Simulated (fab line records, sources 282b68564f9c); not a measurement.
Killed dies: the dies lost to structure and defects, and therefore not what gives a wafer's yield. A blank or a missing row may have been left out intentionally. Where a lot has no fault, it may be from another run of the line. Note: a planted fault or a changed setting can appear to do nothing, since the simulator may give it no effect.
Check of tool commonality | flow ritCmos | 10 lots and 30 wafers in the sample

== WHAT PROMPTED THE OPENING ==
At RIT_ACTIVE_THK_MEAS_04 the reading ACTIVE_NITRIDE_THK is flagged on 1 of 10 lots. No-fault wafers: 150.4 nm, standard deviation 1.5.
Rule: a lot gets a flag if all its wafers with a number sit over 4 standard deviations from that mean, or if no wafer of it has a number. As for the other lots, they are considered sound.

lot  | measured    | on           | ACTIVE_NITRIDE_THK (nm), wafer by wafer | flag
L507 | day 1 13:32 | filmMetro-01 | 151.8 152.8 151.4                       | 
L508 | day 1 20:31 | filmMetro-02 | 149.9 148.0 149.2                       | 
L511 | day 2 10:30 | filmMetro-01 | 184.7 184.2 184.3                       | FLAGGED
L519 | day 4 01:32 | filmMetro-04 | 150.5 148.2 150.0                       | 
L521 | day 4 11:46 | filmMetro-04 | 147.5 149.3 149.6                       | 
L523 | day 4 21:32 | filmMetro-02 | 149.3 150.1 150.1                       | 
L526 | day 5 14:34 | filmMetro-04 | 147.2 147.6 148.2                       | 
L528 | day 5 22:36 | filmMetro-01 | 148.9 148.0 148.4                       | 
L529 | day 6 03:55 | filmMetro-02 | 150.4 150.9 150.8                       | 
L530 | day 6 08:44 | filmMetro-01 | 152.5 151.5 153.0                       | 
The numbers of the flagged lots are 184.4 nm on average: +34.0 nm against the usual, or +23 standard deviations.

== TOOL THAT RAN EACH LOT ==
The record holds 1 process step before the reading, out of a route of 202 steps. Each cell gives the tool, then ch followed by the chambers the sampled wafers passed through, then the start.
lot  | flag    | RIT_ACTIVE_CVD_03
L507 |         | lpcvd-02 ch 0, day 1 12:07
L508 |         | lpcvd-01 ch 1, day 1 19:06
L511 | FLAGGED | lpcvd-02 ch 0, day 2 09:05
L519 |         | lpcvd-01 ch 0, day 4 00:07
L521 |         | lpcvd-01 ch 0, day 4 10:20
L523 |         | lpcvd-01 ch 1, day 4 20:07
L526 |         | lpcvd-01 ch 0, day 5 13:08
L528 |         | lpcvd-01 ch 0, day 5 21:10
L529 |         | lpcvd-02 ch 0, day 6 02:30
L530 |         | lpcvd-02 ch 0, day 6 07:19
What these steps do:
- RIT_ACTIVE_CVD_03: deposits Si3N4 from SiH2Cl2/NH3, target thk 150 nm, time 1500 s.
- RIT_ACTIVE_THK_MEAS_04

== FLAGGED AGAINST TOTAL, ONE TOOL AT A TIME (gauges that did the reading follow at the end) ==
step                   | tool         | lots run | flagged | share of the flagged lots | sound lots run after its first flagged lot
RIT_ACTIVE_CVD_03      | lpcvd-01     | 6        | 0       | none                      | -
RIT_ACTIVE_CVD_03      | lpcvd-02     | 4        | 1       | all                       | 2 (L529,L530)
RIT_ACTIVE_THK_MEAS_04 | filmMetro-01 | 4        | 1       | all                       | 2 (L528,L530)
RIT_ACTIVE_THK_MEAS_04 | filmMetro-02 | 3        | 0       | none                      | -
RIT_ACTIVE_THK_MEAS_04 | filmMetro-04 | 3        | 0       | none                      | -

== WHAT IS ALLOWED BY THE TABLE ==
Table rows that saw every flagged lot: 2, namely lpcvd-02 at RIT_ACTIVE_CVD_03 and filmMetro-01 at RIT_ACTIVE_THK_MEAS_04.
- lpcvd-02 at RIT_ACTIVE_CVD_03 ran 4 lots, 1 of them flagged. Lots that were sound ran on it after the first flagged one (L529, L530); a persistent fault on the entire tool would not allow that.
- filmMetro-01 at RIT_ACTIVE_THK_MEAS_04 ran 4 lots, 1 of them flagged. Lots that were sound ran on it after the first flagged one (L528, L530); a persistent fault on the entire tool would not allow that.
Every row of the table either missed a flagged lot or ran a sound lot after the first.

== WHAT THE SIMULATOR HAD PUT IN ==
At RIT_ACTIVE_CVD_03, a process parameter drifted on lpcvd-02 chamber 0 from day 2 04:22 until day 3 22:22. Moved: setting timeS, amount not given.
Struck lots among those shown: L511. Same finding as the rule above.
